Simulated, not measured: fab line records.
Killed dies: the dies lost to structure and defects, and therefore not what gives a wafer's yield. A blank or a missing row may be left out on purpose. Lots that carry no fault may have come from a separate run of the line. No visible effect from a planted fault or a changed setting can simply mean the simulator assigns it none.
A single fault, viewed from 2 desks :: flow rit cmos :: each desk holds nothing but its own numbers, with what lay behind them at the end

## THE TOOL OWNER'S DESK: implanter-03
The tool's own readings at RIT_PLDD_IMPLANT_08: means of the sampled wafers that have a number, for each lot that ran on this tool. Marked OUT: a lot whose mean sits more than 4 standard deviations from the usual mean, which makes it out of limits; the brackets give that distance.
Columns: A = dose ions cm2 at RIT_PLDD_IMPLANT_08, usual 8.999e+14; B = end station pressure torr at RIT_PLDD_IMPLANT_08, usual 7.3e-06 Torr; C = faraday current uA at RIT_PLDD_IMPLANT_08, usual 2819
lot: L180
first seen here: day 3 04:38
A: 9.018e+14
B: 7.2e-06
C: 2804

lot: L182
first seen here: day 3 11:55
A: 8.998e+14
B: 7.1e-06
C: 2837

lot: L184
first seen here: day 3 22:58
A: 9.004e+14
B: 7.4e-06
C: 2783

lot: L185
first seen here: day 4 07:16
A: 1.797e+14 (-99 or more) OUT
B: 5.2e-06 (-5.5) OUT
C: 567 (-41) OUT

lot: L186
first seen here: day 4 09:50
A: 1.801e+14 (-99 or more) OUT
B: 5.5e-06 (-4.7) OUT
C: 568 (-41) OUT
This desk finds L185, L186 out of limits, L185 being first, at day 4 07:16 (dose ions cm2 at RIT_PLDD_IMPLANT_08). Within limits: L180, L182, L184.

## FROM THE METROLOGY DESK
Means of the sampled wafers that have a number, per lot and without regard to the tool the lot ran on: this is what the gauges read. Marked OUT: a lot whose mean sits more than 4 standard deviations from the usual mean, which makes it out of limits; the brackets give that distance.
Columns: A = PLDD_TW at RIT_PLDD_TW_MEAS_10, usual 2328; B = PLDD_RS at RIT_SDANNEAL_RS_MEAS_06, usual 178.5 ohm/sq
lot: L180
first seen here: day 3 04:56
A: 2317
B: 178.4

lot: L181
first seen here: day 3 10:01
A: 2293
B: 178.8

lot: L182
first seen here: day 3 12:13
A: 2319
B: 178.4

lot: L183
first seen here: day 3 20:13
A: 2299
B: 178.5

lot: L184
first seen here: day 3 23:18
A: 2344
B: 178.2

lot: L185
first seen here: day 4 07:35
A: 1449 (-35) OUT
B: 604.4 (+99 or more) OUT

lot: L186
first seen here: day 4 10:08
A: 1488 (-34) OUT
B: 572.2 (+99 or more) OUT

lot: L195
first seen here: day 6 06:17
A: 2359
B: 179.0

lot: L196
first seen here: day 6 13:28
A: 2286
B: 178.2

lot: L197
first seen here: day 6 19:04
A: 2279
B: 178.7

lot: L198
first seen here: day 6 22:52
A: 2368
B: 178.6

lot: L199
first seen here: day 7 00:58
A: 2340
B: 179.0

lot: L200
first seen here: day 7 07:46
A: 2301
B: 178.1

lot: L201
first seen here: day 7 14:29
A: 2345
B: 178.6
This desk's finding: out of limits on L185, L186; first on L185, day 4 07:35 (PLDD_TW at RIT_PLDD_TW_MEAS_10). Within limits: L180, L181, L182, L183, L184, L195, L196, L197, L198, L199, L200, L201.

## TAKEN TOGETHER
On L185, L186, at day 4 07:16, an alarm was possible from the tool owner's desk.
L185, L186 would have let the metrology desk raise an alarm at day 4 07:35.
On implanter-03, each named lot ran RIT_PLDD_IMPLANT_08.

## WHAT THE SIMULATOR HAD PUT IN
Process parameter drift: implanter-03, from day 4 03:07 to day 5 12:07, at RIT_PLDD_IMPLANT_08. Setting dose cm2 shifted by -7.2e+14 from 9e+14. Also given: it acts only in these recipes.
Struck lots among those shown: L185, L186.
Delay (hours) between the fault's onset and each desk's first out-of-limits reading: 4 at the tool owner's desk, 4 at the metrology desk.
